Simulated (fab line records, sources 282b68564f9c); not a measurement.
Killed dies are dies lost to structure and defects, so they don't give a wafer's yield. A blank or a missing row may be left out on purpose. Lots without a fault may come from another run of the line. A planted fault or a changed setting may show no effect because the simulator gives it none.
A struck lot beside a sound one | flow rit_cmos | 43 steps out of a route of 202
Sound: wafers L441.2, L441.3, L441.5. Struck: wafers L447.1, L447.2, L447.5. The cause comes at the end.
At each step with rows: each side's tool, then ch and its chambers, then its first start. Under that, the readings that differ: sound wafers | struck wafers | difference of the means | sigmas: that difference in standard deviations of wafers without a fault.
alike: readings whose means differ by less than 2 such deviations, and words and numbers that are the same on both sides. not compared: withheld readings, readings that some wafer has no value for, bounds like >300 that may hide the same value, and numbers for which the record gives no deviation and whose values overlap.
The two part at a step that has a row with sigmas, a row that says differs or no value, or rows on one side only. Numbers that don't overlap but have no deviation are shown without sigmas and don't part them. A reading that every wafer of one side lacks parts them only if that side has two wafers or more.

first, 2 steps without rows for these wafers: RIT_NSD_IMPLANT_08; RIT_NSD_STRIP_09 (strips in O2, time 180 s).
RIT_NSD_TW_MEAS_10:
  sound on film_metro-01, day 3 16:17; struck on film_metro-01, day 4 20:38
  alike: NSD_TW
then, 6 steps without rows for these wafers: RIT_PSD_HMDS_00 (prime time 60 s); RIT_PSD_COAT_01 (resist thk 1000 nm); RIT_PSD_SOFTBAKE_02 (time 60 s); RIT_PSD_EXPOSE_03 (exposes mask M10, target cd 40900 nm); RIT_PSD_PEB_04; RIT_PSD_DEVELOP_05 (develop time 50 s).
RIT_PSD_OVL_MEAS_06:
  sound on overlay-02, day 3 17:11; struck on overlay-01, day 4 21:40
  alike: PSD_OVL
then, 2 steps without rows for these wafers: RIT_PSD_HARDBAKE_07 (time 60 s); RIT_PSD_IMPLANT_08.
RIT_PSD_STRIP_09: strips in O2, time 180 s.
  sound on plasma_asher-03 ch 1, day 3 17:31; struck on plasma_asher-02 ch 0,1, day 4 22:00
  alike: drypump_motor_current_A
  not compared: rf_hours_counter_h
RIT_PSD_TW_MEAS_10:
  sound on film_metro-02, day 3 17:43; struck on film_metro-03, day 4 22:11
  alike: PSD_TW
then, 3 steps without rows for these wafers: RIT_SDANNEAL_CLEAN_00 (cleans in SC1, time 572.4 s); RIT_SDANNEAL_CLEAN_01 (cleans in dHF, time 30 s); RIT_SDANNEAL_CLEAN_02 (cleans in SC2, time 600 s).
RIT_SDANNEAL_RTA_03: time 5 s.
  sound on rtp_anneal-02 ch 0, day 3 18:09; struck on rtp_anneal-02 ch 0, day 4 22:38
  alike: anneal_temp_c_max, wafer_temp_C_max
RIT_SDANNEAL_RS_MEAS_04: measures by four-point-probe.
  sound on film_metro-01, day 3 18:13; struck on film_metro-02, day 4 22:41
  alike: PSD_RS
RIT_SDANNEAL_RS_MEAS_05: measures by four-point-probe.
  sound on film_metro-01, day 3 18:20; struck on film_metro-02, day 4 22:49
  alike: NSD_RS
RIT_SDANNEAL_RS_MEAS_06: measures by four-point-probe.
  sound on film_metro-01, day 3 18:28; struck on film_metro-02, day 4 22:56
  alike: PLDD_RS
RIT_SDANNEAL_RS_MEAS_07: measures by four-point-probe.
  sound on film_metro-01, day 3 18:35; struck on film_metro-02, day 4 23:03
  alike: NLDD_RS
then, 1 step without rows for these wafers: RIT_SILICIDE_WET_ETCH_00 (etches SiO2 in BOE, target depth 14 nm, time 15 s).
RIT_SILICIDE_SPUTTER_01: material Ti, target thk 30 nm, time 240 s.
  sound on pvd_sputter-03, day 3 18:41; struck on pvd_sputter-04, day 4 23:11
  alike: throttle_valve_pct
RIT_SILICIDE_RS_MEAS_02: measures by four-point-probe.
  sound on film_metro-03, day 3 18:52; struck on film_metro-03, day 4 23:20
  reading                 | sound          | struck         | difference | sigmas
  SILICIDE_TI_RS (ohm/sq) | 43.7 43.4 43.9 | 45.7 45.3 44.9 | +1.6       | +3
RIT_SILICIDE_THK_MEAS_03: measures by xrf.
  sound on film_metro-03, day 3 18:58; struck on film_metro-03, day 4 23:27
  reading              | sound          | struck         | difference | sigmas
  SILICIDE_TI_THK (nm) | 30.7 30.7 30.5 | 29.5 29.6 29.9 | -1.0       | -3
RIT_SILICIDE_RTA_04: time 10 s, ramp up 5 s, ramp down 5 s.
  sound on rtp_anneal-01 ch 0, day 3 19:02; struck on rtp_anneal-01 ch 0, day 4 23:31
  alike: anneal_temp_c_max, wafer_temp_C_max
then, 2 steps without rows for these wafers: RIT_SILICIDE_WET_ETCH_05 (etches Ti in SPM, time 120 s); RIT_SILICIDE_RTA_06 (time 10 s, ramp up 5 s, ramp down 10 s).
RIT_CONTACT_CVD_00: deposits SiO2 from TEOS, target thk 400 nm, time 61 s.
  sound on pecvd-01 ch 0,2, day 3 19:12; struck on pecvd-01 ch 0,1, day 4 23:41
  alike: heater_power_w
RIT_CONTACT_THK_MEAS_01:
  sound on film_metro-03, day 3 19:16; struck on film_metro-04, day 4 23:44
  alike: CONTACT_TEOS_THK
then, 6 steps without rows for these wafers: RIT_CONTACT_HMDS_02 (prime time 60 s); RIT_CONTACT_COAT_03 (resist thk 1000 nm); RIT_CONTACT_SOFTBAKE_04 (time 60 s); RIT_CONTACT_EXPOSE_05 (exposes mask M11, target cd 1000 nm); RIT_CONTACT_PEB_06; RIT_CONTACT_DEVELOP_07 (develop time 120 s).
RIT_CONTACT_CD_MEAS_08: target cd 1000 nm.
  sound on cd_sem-02, day 3 20:18; struck on cd_sem-01, day 5 01:10
  alike: cd_nm
RIT_CONTACT_OVL_MEAS_09:
  sound on overlay-02, day 3 20:24; struck on overlay-01, day 5 01:17
  alike: CONTACT_OVL
then, 1 step without rows for these wafers: RIT_CONTACT_HARDBAKE_10 (time 60 s).
RIT_CONTACT_ETCH_11: etches SiO2 in CHF3/CF4/Ar, stops on TiSi2, target depth 480 nm, time 320 s.
  sound on rie_diel-03 ch 1,2,3, day 3 20:35; struck on rie_diel-02 ch 0,1,3, day 5 01:28
  alike: drypump_motor_current_A, oes_product_au, throttle_valve_pct
  not compared: rf_hours_counter_h
then, 1 step without rows for these wafers: RIT_CONTACT_STRIP_12 (strips in O2, time 180 s).
RIT_M1_PROBE_99:
  sound on prober-02, day 4 01:43; struck on prober-01, day 5 07:02
  reading             | sound | struck                                                                     | difference                   | sigmas
  hold                | - - - | await_dispo/2.1h/release await_dispo/2.1h/release await_dispo/2.1h/release | no value on the sound wafers |
  killed_at_contacts  | 0 2 0 | 0 0 0                                                                      | -1                           | -2
  killed_at_front_end | 9 7 5 | 39 48 42                                                                   | +36                          | +11
  killed_dies         | 9 9 5 | 39 48 42                                                                   | +35                          | +11
  alike: killed_on_rim, killed_open, killed_short

WHERE THEY PART
First at RIT_SILICIDE_RS_MEAS_02; last, within this record, at RIT_M1_PROBE_99.

WHY: what the simulator had put in
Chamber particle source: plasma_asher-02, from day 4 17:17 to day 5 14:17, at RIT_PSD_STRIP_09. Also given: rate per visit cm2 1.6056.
